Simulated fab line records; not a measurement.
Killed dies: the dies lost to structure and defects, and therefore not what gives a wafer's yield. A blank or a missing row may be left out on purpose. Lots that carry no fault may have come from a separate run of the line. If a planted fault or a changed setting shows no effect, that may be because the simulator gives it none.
Problem report in the 8D (eight disciplines) form, filled by code / flow berkeleyCmos170 / the parts of the form that need people (team, actions taken, sign-off) are left out

1. PROBLEM STATEMENT
Wafers without a fault read 49.6 s, standard deviation 2.2; runLengthS at UCB170_PWELL_WET_ETCH_20 reads a mean of 33.0 s on 6 wafers belonging to 2 lots. That puts it -7.5 standard deviations away from the usual mean.
The step: etches SiO2 in BOE, time 22 s.
First observed at day 4 11:23: wafer L571.2, on wetBench-04. Wafers with a number at this step in the record: 18, from 6 lots. Rule for "out" (also "out of limits"): further than 4 standard deviations from the usual mean. All remaining wafers that have a number are taken as sound.

2. WHAT THIS IS AND IS NOT
question=which readings at this step | is=runLengthS | is not=-
question=which lots | is=L571, L573 | is not=L567, L570, L583, L585
question=which wafers of those lots | is=all that have a number | is not=-
question=read on which tools | is=wetBench-04 | is not=wetBench-01, wetBench-03
question=when | is=from day 4 11:23 | is not=up to then (6 sound wafers); but 6 sound wafers of L583, L585 came after

3. SUSPECTS, AND WHAT RULES EACH OUT
Counting: a tool at a process step up to the reading stays a suspect if it ran every lot that is out and no sound lot after the first of them.
- plasmaAsher-03 at UCB170_PWELL_STRIP_16 (strips in O2): kept. It ran every lot that is out, first L571 (day 4 07:01), and no sound lot after that.
- wetBench-04 at UCB170_PWELL_WET_ETCH_20 (etches SiO2 in BOE, time 22 s): kept. It ran every lot that is out, first L571 (day 4 11:23), and no sound lot after that; its last sound lot up to then is L570 (day 4 05:32). Its own runLengthS readings are out on those wafers.
After counting, plasmaAsher-03 at UCB170_PWELL_STRIP_16 and wetBench-04 at UCB170_PWELL_WET_ETCH_20 remain.

4. THE CAUSE (what the simulator had put in)
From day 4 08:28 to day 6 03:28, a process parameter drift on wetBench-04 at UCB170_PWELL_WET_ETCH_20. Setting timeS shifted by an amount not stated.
2 suspects survive the count, and this tool is in that group.

5. THE EFFECT CHAIN, in route order
One row per reading whose mean, taken over the struck wafers that have a number, lies over 3 standard deviations from the usual. Only readings for which the record gives a usual standard deviation are gone through. hours: the time from each lot's start at the first step in this table that gives one to its start at this step, as a median over the lots. sigmas: the change in usual standard deviations.
hours=0; step=UCB170_PWELL_WET_ETCH_20; reading=runLengthS; usual=49.6 s; on struck wafers=33.0; change=-16.6; sigmas=-7.5
Process steps it contains:
- UCB170_PWELL_WET_ETCH_20: etches SiO2 in BOE, time 22 s.

6. HOW IT WOULD HAVE BEEN CAUGHT EARLIER
The fault began at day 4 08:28; the first out-of-limits reading in this record came at day 4 11:23, 3 hours later.
